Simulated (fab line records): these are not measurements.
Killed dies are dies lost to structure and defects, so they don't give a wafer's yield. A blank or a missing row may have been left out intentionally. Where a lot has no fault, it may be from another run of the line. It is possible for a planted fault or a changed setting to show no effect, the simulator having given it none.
Which of the tools did it? ; flow rit_cmos ; 15 lots with 45 wafers sampled at 4 steps, on a route of 202 steps

## WHAT EACH GAUGE READ, for each wafer
RIT_GATE_THK_MEAS_07. Usual: GATE_OXIDE_THK typically reads 3.05 nm, with standard deviation 0.067.
lot;measured;on;GATE_OXIDE_THK (nm);flag
L571;day 2 19:21;film_metro-03;3.09 3.05 3.07;
L572;day 3 00:39;film_metro-01;3.07 3.12 3.07;
L574;day 3 09:32;film_metro-03;3.09 3.02 3.00;
L575;day 3 11:23;film_metro-01;3.06 3.08 3.04;
L576;day 3 16:07;film_metro-04;3.04 3.14 3.09;
L577;day 3 19:33;film_metro-01;3.11 3.11 3.04;
L578;day 3 22:11;film_metro-01;3.05 2.98 2.99;
L579;day 4 05:47;film_metro-01;3.05 3.07 3.04;
L580;day 4 17:10;film_metro-04;2.95 3.04 2.98;
L581;day 4 23:41;film_metro-01;2.94 2.99 2.97;
L586;day 5 23:26;film_metro-04;3.00 3.03 3.02;
L589;day 6 15:09;film_metro-01;3.01 3.09 3.14;
L590;day 6 17:34;film_metro-03;3.12 3.10 3.16;
L592;day 7 02:13;film_metro-03;3.03 3.03 3.08;
L593;day 7 07:32;film_metro-04;3.19 3.12 3.10;

RIT_NSD_TW_MEAS_10. Usual: NSD_TW typically reads 3144, with standard deviation 22.
lot;measured;on;NSD_TW;flag
L571;day 3 09:53;film_metro-04;3101 3093 3096;
L572;day 3 15:01;film_metro-03;3159 3160 3170;
L574;day 3 23:10;film_metro-03;3159 3171 3168;
L575;day 4 02:25;film_metro-02;3147 3161 3156;
L576;day 4 06:26;film_metro-02;3166 3160 3160;
L577;day 4 09:09;film_metro-02;3167 3155 3162;
L578;day 4 13:14;film_metro-03;3153 3142 3157;
L579;day 4 21:47;film_metro-03;3137 3133 3139;
L580;day 5 09:14;film_metro-03;3141 3146 3132;
L581;day 5 14:34;film_metro-04;3130 3126 3109;
L586;day 6 13:43;film_metro-02;3149 3156 3135;
L589;day 7 04:50;film_metro-04;3104 3126 3126;
L590;day 7 09:34;film_metro-03;3174 3166 3150;
L592;day 7 16:56;film_metro-03;3165 3165 3163;
L593;day 7 21:59;film_metro-02;3166 3155 3150;

RIT_SDANNEAL_RS_MEAS_04: measurement is done with a four-point probe. Usual: PSD_RS typically reads 116.06 ohm/sq, with standard deviation 0.29.
lot;measured;on;PSD_RS (ohm/sq);flag
L571;day 3 11:57;film_metro-04;115.63 116.02 116.03;
L572;day 3 17:16;film_metro-04;116.05 116.06 115.99;
L574;day 4 01:07;film_metro-02;116.03 115.95 116.36;
L575;day 4 04:30;film_metro-03;115.90 116.25 116.21;
L576;day 4 08:29;film_metro-02;116.10 115.75 115.91;
L577;day 4 11:15;film_metro-02;118.15 117.69 118.12;OFF
L578;day 4 15:19;film_metro-03;117.46 117.69 118.00;OFF
L579;day 4 23:44;film_metro-04;116.28 116.50 116.00;
L580;day 5 11:09;film_metro-02;118.20 118.04 117.75;OFF
L581;day 5 16:38;film_metro-04;116.22 116.39 115.86;
L586;day 6 15:53;film_metro-04;116.20 115.90 115.85;
L589;day 7 07:14;film_metro-02;116.37 116.29 116.40;
L590;day 7 11:56;film_metro-02;116.58 116.24 116.33;
L592;day 7 19:11;film_metro-02;115.59 115.73 115.69;
L593;day 8 00:13;film_metro-02;116.33 116.30 116.15;

## TOOL THAT RAN EACH LOT (tool first, then ch and the chambers of the sampled wafers, then the start)
lot;RIT_PSD_IMPLANT_08
L571;implanter-02 ch 0, day 3 11:08
L572;implanter-02 ch 0, day 3 16:27
L574;implanter-01 ch 0, day 4 00:19
L575;implanter-02 ch 0, day 4 03:39
L576;implanter-02 ch 0, day 4 07:40
L577;implanter-02 ch 0, day 4 10:17
L578;implanter-02 ch 0, day 4 14:29
L579;implanter-01 ch 0, day 4 22:53
L580;implanter-02 ch 0, day 5 10:20
L581;implanter-01 ch 0, day 5 15:49
L586;implanter-03 ch 0, day 6 15:05
L589;implanter-03 ch 0, day 7 06:14
L590;implanter-01 ch 0, day 7 10:56
L592;implanter-01 ch 0, day 7 18:11
L593;implanter-01 ch 0, day 7 23:23
- RIT_PSD_IMPLANT_08

## AS READ BY THE TOOLS THEMSELVES (means over the sampled wafers that have a number; for cases with no such wafer, the mark the record gives instead)
RIT_PSD_IMPLANT_08. Usual: 27.001 for beam_energy_keV, sd 0.008.
lot;tool;beam_energy_keV;flag
L571;implanter-02;27.000;
L572;implanter-02;26.995;
L574;implanter-01;27.005;
L575;implanter-02;26.998;
L576;implanter-02;27.003;
L577;implanter-02;26.991;
L578;implanter-02;26.990;
L579;implanter-01;27.006;
L580;implanter-02;27.013;
L581;implanter-01;27.005;
L586;implanter-03;26.999;
L589;implanter-03;27.004;
L590;implanter-01;26.997;
L592;implanter-01;27.002;
L593;implanter-01;26.999;

## THE ANSWER, worked out from the rows above alone
Rule: a lot is off if the mean of its wafers that have a number lies more than 3 standard deviations from the usual mean. Also off: a lot with no number at a reading for which 4 or more lots have one. All remaining lots with rows at the step are treated as sound. The gauges are gone through in route order, then the tools' own readings, and for those a lot's mean is taken as printed above. At the first step where some lot is off, the reading lying furthest off is the one used; lots without a number count as furthest.
Off: L577, L578, L580, seen at RIT_SDANNEAL_RS_MEAS_04 (PSD_RS).
If a tool, at a process step before that reading, ran all the lots that are off and no sound lot after the first of them, it fits. Gauges at RIT_SDANNEAL_RS_MEAS_04: tried the same way as those tools. One fits: RIT_PSD_IMPLANT_08 on implanter-02. Its last sound lot is L576 (day 4 07:40), its first lot that is off L577 (day 4 10:17): a fault that began between those two fits.

## WHAT WAS PUT IN BY THE SIMULATOR
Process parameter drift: implanter-02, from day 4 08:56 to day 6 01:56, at RIT_PSD_IMPLANT_08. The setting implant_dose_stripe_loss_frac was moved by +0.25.
Struck lots among those shown: L577, L578, L580. The rule given above showed the same thing.
